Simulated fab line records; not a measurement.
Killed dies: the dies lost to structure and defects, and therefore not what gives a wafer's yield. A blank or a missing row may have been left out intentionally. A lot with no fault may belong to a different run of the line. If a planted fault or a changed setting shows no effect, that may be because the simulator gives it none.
What tool caused it? / flow berkeley-cmos170 / 42 wafers from 14 lots sampled at 4 of the route's 331 steps

## WHAT EACH GAUGE READ, for each wafer
UCB170_START_THK_MEAS_03. Usual: START_OXIDE_THK typically reads 20.0 nm, with standard deviation 0.41.
lot=L852; measured=day 1 14:16; on=film-metro-02; START_OXIDE_THK (nm)=19.9 20.3 19.7; flag=
lot=L853; measured=day 1 19:56; on=film-metro-04; START_OXIDE_THK (nm)=20.3 20.0 20.0; flag=
lot=L856; measured=day 2 11:02; on=film-metro-03; START_OXIDE_THK (nm)=20.2 20.1 19.5; flag=
lot=L859; measured=day 3 06:04; on=film-metro-03; START_OXIDE_THK (nm)=19.9 20.2 20.2; flag=
lot=L861; measured=day 3 10:39; on=film-metro-02; START_OXIDE_THK (nm)=20.6 20.6 20.2; flag=
lot=L862; measured=day 3 17:25; on=film-metro-04; START_OXIDE_THK (nm)=19.7 19.9 19.7; flag=
lot=L867; measured=day 4 16:45; on=film-metro-03; START_OXIDE_THK (nm)=19.7 19.6 19.7; flag=
lot=L868; measured=day 4 22:10; on=film-metro-04; START_OXIDE_THK (nm)=20.7 20.7 20.4; flag=
lot=L869; measured=day 5 04:05; on=film-metro-02; START_OXIDE_THK (nm)=19.3 19.5 19.2; flag=
lot=L870; measured=day 5 09:34; on=film-metro-03; START_OXIDE_THK (nm)=20.0 19.7 19.5; flag=
lot=L871; measured=day 5 13:04; on=film-metro-04; START_OXIDE_THK (nm)=20.1 19.8 20.2; flag=
lot=L873; measured=day 5 23:23; on=film-metro-02; START_OXIDE_THK (nm)=20.8 21.0 20.9; flag=
lot=L874; measured=day 6 04:56; on=film-metro-04; START_OXIDE_THK (nm)=19.0 19.2 19.2; flag=
lot=L875; measured=day 6 09:46; on=film-metro-04; START_OXIDE_THK (nm)=20.2 19.9 19.4; flag=

UCB170_PVT_OVL_MEAS_06. Usual: PVT_OVL typically reads 3 nm, with standard deviation 7.
lot=L852; measured=day 5 23:23; on=overlay-02; PVT_OVL (nm)=5 2 8; flag=
lot=L853; measured=day 6 09:22; on=overlay-02; PVT_OVL (nm)=-3 2 4; flag=
lot=L856; measured=day 6 17:16; on=overlay-01; PVT_OVL (nm)=9 0 -1; flag=
lot=L859; measured=day 7 01:23; on=overlay-02; PVT_OVL (nm)=-6 -9 -11; flag=
lot=L861; measured=day 7 01:18; on=overlay-01; PVT_OVL (nm)=1 0 -4; flag=
lot=L862; measured=day 7 23:58; on=overlay-02; PVT_OVL (nm)=5 10 0; flag=
lot=L867; measured=day 8 23:11; on=overlay-01; PVT_OVL (nm)=-2 6 1; flag=
lot=L868; measured=day 8 22:28; on=overlay-01; PVT_OVL (nm)=-6 9 4; flag=
lot=L869; measured=day 9 08:20; on=overlay-02; PVT_OVL (nm)=10 2 -1; flag=
lot=L870; measured=day 9 10:46; on=overlay-01; PVT_OVL (nm)=12 2 0; flag=
lot=L871; measured=day 9 10:34; on=overlay-01; PVT_OVL (nm)=3 -1 -9; flag=
lot=L873; measured=day 10 02:01; on=overlay-02; PVT_OVL (nm)=13 10 -4; flag=
lot=L874; measured=day 10 10:13; on=overlay-02; PVT_OVL (nm)=8 1 3; flag=
lot=L875; measured=day 10 15:00; on=overlay-01; PVT_OVL (nm)=-6 4 5; flag=

UCB170_PSD_OVL_MEAS_07. Usual: PSD_OVL typically reads -2 nm, with standard deviation 5.5.
lot=L852; measured=day 6 23:43; on=overlay-02; PSD_OVL (nm)=-2 1 6; flag=
lot=L853; measured=day 7 09:58; on=overlay-01; PSD_OVL (nm)=-4 -2 -6; flag=
lot=L856; measured=day 7 15:26; on=overlay-02; PSD_OVL (nm)=-9 -8 -11; flag=
lot=L859; measured=day 7 23:49; on=overlay-02; PSD_OVL (nm)=1 -3 5; flag=
lot=L861; measured=day 7 23:40; on=overlay-01; PSD_OVL (nm)=-4 0 5; flag=
lot=L862; measured=day 8 23:41; on=overlay-02; PSD_OVL (nm)=-2 1 -3; flag=
lot=L867; measured=day 10 00:53; on=overlay-01; PSD_OVL (nm)=9 -1 -3; flag=
lot=L868; measured=day 10 01:08; on=overlay-02; PSD_OVL (nm)=-8 -1 -4; flag=
lot=L869; measured=day 10 11:31; on=overlay-01; PSD_OVL (nm)=-7 -7 -8; flag=
lot=L870; measured=day 10 11:06; on=overlay-01; PSD_OVL (nm)=1 0 10; flag=
lot=L871; measured=day 10 11:20; on=overlay-02; PSD_OVL (nm)=-11 -12 -18; flag=
lot=L873; measured=day 11 02:41; on=overlay-01; PSD_OVL (nm)=-1 -3 -4; flag=
lot=L874; measured=day 11 12:28; on=overlay-01; PSD_OVL (nm)=-6 -1 -4; flag=
lot=L875; measured=day 11 16:34; on=overlay-01; PSD_OVL (nm)=1 -4 -1; flag=

## WHICH TOOL RAN EACH LOT (tool, then ch and the chambers of the sampled wafers, then the start)
lot=L852; UCB170_NLDD_IMPLANT_08=implanter-02 ch 0, day 6 16:47
lot=L853; UCB170_NLDD_IMPLANT_08=implanter-01 ch 0, day 7 02:38
lot=L856; UCB170_NLDD_IMPLANT_08=implanter-02 ch 0, day 7 09:55
lot=L859; UCB170_NLDD_IMPLANT_08=implanter-01 ch 0, day 7 16:59
lot=L861; UCB170_NLDD_IMPLANT_08=implanter-04 ch 0, day 7 16:14
lot=L862; UCB170_NLDD_IMPLANT_08=implanter-04 ch 0, day 8 16:27
lot=L867; UCB170_NLDD_IMPLANT_08=implanter-02 ch 0, day 9 17:34
lot=L868; UCB170_NLDD_IMPLANT_08=implanter-01 ch 0, day 9 17:50
lot=L869; UCB170_NLDD_IMPLANT_08=implanter-04 ch 0, day 10 04:55
lot=L870; UCB170_NLDD_IMPLANT_08=implanter-01 ch 0, day 10 05:10
lot=L871; UCB170_NLDD_IMPLANT_08=implanter-02 ch 0, day 10 05:25
lot=L873; UCB170_NLDD_IMPLANT_08=implanter-04 ch 0, day 10 19:48
lot=L874; UCB170_NLDD_IMPLANT_08=implanter-04 ch 0, day 11 06:23
lot=L875; UCB170_NLDD_IMPLANT_08=implanter-04 ch 0, day 11 09:31
- UCB170_NLDD_IMPLANT_08

## AS READ BY THE TOOLS THEMSELVES (means over the sampled wafers that have a number; for cases with no such wafer, the mark the record gives instead)
UCB170_NLDD_IMPLANT_08. Usual: beam-energy-keV 29.999, standard deviation 0.0088; faraday-current-uA 159, standard deviation 3.3.
lot=L852 tool=implanter-02 beam-energy-keV=30.001 faraday-current-uA=160 flag=
lot=L853 tool=implanter-01 beam-energy-keV=29.987 faraday-current-uA=158 flag=
lot=L856 tool=implanter-02 beam-energy-keV=29.987 faraday-current-uA=156 flag=
lot=L859 tool=implanter-01 beam-energy-keV=30.002 faraday-current-uA=158 flag=
lot=L861 tool=implanter-04 beam-energy-keV=30.000 faraday-current-uA=160 flag=
lot=L862 tool=implanter-04 beam-energy-keV=30.011 faraday-current-uA=161 flag=
lot=L867 tool=implanter-02 beam-energy-keV=30.002 faraday-current-uA=160 flag=
lot=L868 tool=implanter-01 beam-energy-keV=30.736 faraday-current-uA=159 flag=OFF
lot=L869 tool=implanter-04 beam-energy-keV=30.005 faraday-current-uA=159 flag=
lot=L870 tool=implanter-01 beam-energy-keV=30.736 faraday-current-uA=160 flag=OFF
lot=L871 tool=implanter-02 beam-energy-keV=30.004 faraday-current-uA=157 flag=
lot=L873 tool=implanter-04 beam-energy-keV=30.005 faraday-current-uA=165 flag=
lot=L874 tool=implanter-04 beam-energy-keV=29.992 faraday-current-uA=160 flag=
lot=L875 tool=implanter-04 beam-energy-keV=30.004 faraday-current-uA=159 flag=

## THE ANSWER, worked out from the rows above alone
Rule: take the mean of a lot's wafers that have a number; if it is more than 3 standard deviations from the usual mean, the lot is off. A lot without any number at a reading at which 4 lots or more have one is off too. All remaining lots with rows at the step are treated as sound. First the gauges in route order, then the tools' own readings, where a lot's mean is used as printed above. The first step at which some lot is off is used, and at that step the reading that is off furthest; a lot without a number counts as furthest.
Off, at UCB170_NLDD_IMPLANT_08 on beam-energy-keV: L868, L870.
A tool fits if, at that step or a process step before it, it ran every lot that is off, and no sound lot after the first of them. One fits: UCB170_NLDD_IMPLANT_08 on implanter-01. A fault onset in the window from L859 (day 7 16:59, its last sound lot) to L868 (day 9 17:50, its first lot off) fits.
The tool's own readings at UCB170_NLDD_IMPLANT_08 bear it out: on the lots that are off they differ by more than 5 times the standard deviation of the sound lots' means. beam-energy-keV reads 30.736 there against 30.000 on the sound lots.

## WHAT THE SIMULATOR HAD PUT IN
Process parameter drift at UCB170_NLDD_IMPLANT_08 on implanter-01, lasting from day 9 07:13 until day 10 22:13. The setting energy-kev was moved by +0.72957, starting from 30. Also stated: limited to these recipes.
Struck lots among those shown: L868, L870. The rule above reached the same finding.
